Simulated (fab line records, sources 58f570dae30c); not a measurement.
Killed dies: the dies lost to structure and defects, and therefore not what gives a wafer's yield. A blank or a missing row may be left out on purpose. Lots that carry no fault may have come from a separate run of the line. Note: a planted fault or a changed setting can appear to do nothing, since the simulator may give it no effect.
Chamber matching | flow berkeley cmos170 | UCB170_M2_ETCH_17 on rie diel-03: 4 sister chambers
The step etches BARC in N2/H2. 14 wafers are shown with their chamber, then 6 later ones without.

## WAFERS PAIRED WITH THEIR CHAMBERS
wafer  | chamber | drypump motor current A (A) | throttle valve pct (%) | oes product au (a.u.)
L375.1 | 1       | 5.4                         | 13.23                  | 1.019
L375.5 | 1       | 5.4                         | 13.23                  | 1.017
L375.6 | 3       | 5.5                         | 13.50                  | 0.993
L380.2 | 0       | 6.6                         | 13.23                  | 0.970
L380.3 | 1       | 5.4                         | 13.24                  | 1.018
L380.5 | 0       | 6.5                         | 13.24                  | 0.972
L383.1 | 1       | 5.4                         | 13.23                  | 1.022
L383.2 | 2       | 5.8                         | 13.43                  | 0.968
L383.5 | 1       | 5.4                         | 13.22                  | 1.021
L381.4 | 2       | 5.8                         | 13.45                  | 0.969
L381.5 | 3       | 5.6                         | 13.50                  | 0.982
L381.6 | 0       | 6.5                         | 13.22                  | 0.963
L390.3 | 0       | 6.5                         | 13.23                  | 0.974
L390.5 | 3       | 5.6                         | 13.51                  | 0.987

SIGNATURES, as means of the wafers listed above
reading                 | chamber 0 | chamber 1 | chamber 2 | chamber 3 | scatter within a chamber
drypump motor current A | 6.525     | 5.400     | 5.800     | 5.567     | 0.0376
throttle valve pct      | 13.2300   | 13.2300   | 13.4400   | 13.5033   | 0.00816
oes product au          | 0.96975   | 1.01940   | 0.96850   | 0.98733   | 0.00384
Rule: a wafer's distance from a chamber is the root of the sum, over the readings, of the square of ((its reading less the chamber's mean) divided by the reading's scatter). If the next closest chamber is less than 2 further off than the closest, the wafer can't be placed; otherwise it belongs to the closest. The scatter: take each reading less its chamber's mean, square it, sum over the shown wafers, divide by the number of wafers less the number of chambers, and take the root.

## WAFERS MISSING THEIR CHAMBER
wafer  | drypump motor current A (A) | throttle valve pct (%) | oes product au (a.u.)
L395.2 | 6.6                         | 13.22                  | 0.978
L395.3 | 5.6                         | 13.49                  | 0.975
L395.6 | 5.4                         | 13.23                  | 1.010
L393.1 | 5.4                         | 13.22                  | 1.021
L393.4 | 5.6                         | 13.50                  | 0.987
L393.5 | 5.4                         | 13.23                  | 1.014

## WHICH CHAMBER EACH WENT THROUGH
wafer  | from the rows above | in truth
L395.2 | 0                   | 0
L395.3 | 3                   | 3
L395.6 | 1                   | 1
L393.1 | 1                   | 1
L393.4 | 3                   | 3
L393.5 | 1                   | 1
Correctly placed: 6 of 6. From these rows, 0 cannot be placed. Wrongly placed: 0.
